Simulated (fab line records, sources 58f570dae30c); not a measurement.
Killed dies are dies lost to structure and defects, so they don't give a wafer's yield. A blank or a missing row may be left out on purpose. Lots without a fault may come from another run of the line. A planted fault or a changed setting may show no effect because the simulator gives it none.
Which tool did it? | flow berkeley_cmos170 | 7 lots, 21 wafers sampled, at 2 steps of a route of 331

WHAT THE GAUGES READ, wafer by wafer
UCB170_PSD_CD_MEAS_06: target cd 1200 nm.
lot  | measured     | on        | cd_nm (nm)
L398 | day 6 15:58  | cd_sem-02 | 1202.1 1200.6 1201.6
L401 | day 6 22:28  | cd_sem-02 | 1199.0 1199.8 1200.1
L408 | day 9 16:14  | cd_sem-01 | 1199.2 1197.4 1198.3
L410 | day 9 16:35  | cd_sem-01 | 1201.5 1202.3 1201.7
L412 | day 10 13:04 | cd_sem-01 | 1199.8 1199.2 1197.8
L415 | day 11 06:58 | cd_sem-01 | 1199.4 1197.4 1197.2
L419 | day 12 12:08 | cd_sem-01 | 1200.2 1200.4 1200.8

WHICH TOOL RAN EACH LOT (tool, then ch and the chambers of the sampled wafers, then the start)
lot  | UCB170_GATE_STRIP_16
L398 | plasma_asher-03 ch 0,1, day 6 07:50
L401 | plasma_asher-03 ch 0,1, day 6 12:19
L408 | plasma_asher-01 ch 0,1, day 9 03:23
L410 | plasma_asher-02 ch 0,1, day 9 03:37
L412 | plasma_asher-03 ch 0,1, day 10 03:01
L415 | plasma_asher-03 ch 0,1, day 10 14:16
L419 | plasma_asher-01 ch 0,1, day 11 21:19
- UCB170_GATE_STRIP_16: strips in O2.

THE ANSWER, worked out from the rows above alone
Rule: what is usual is taken from the lots themselves. Put in order of their means at a reading, lots are off if they are a third of the lots or fewer, leave a main group of 4 or more, and stand apart from it by a gap of 3 or more times the standard deviation of the main group's means; of several such gaps the widest counts. A main group whose means are all the same, to the digits that the tables above print for the reading, isn't used. A lot without any number at a reading at which 4 lots or more have one is off too. The other lots that the step has rows for count as sound.
No lot is off at any reading shown: from this, nothing can be told.

WHAT THE SIMULATOR HAD PUT IN
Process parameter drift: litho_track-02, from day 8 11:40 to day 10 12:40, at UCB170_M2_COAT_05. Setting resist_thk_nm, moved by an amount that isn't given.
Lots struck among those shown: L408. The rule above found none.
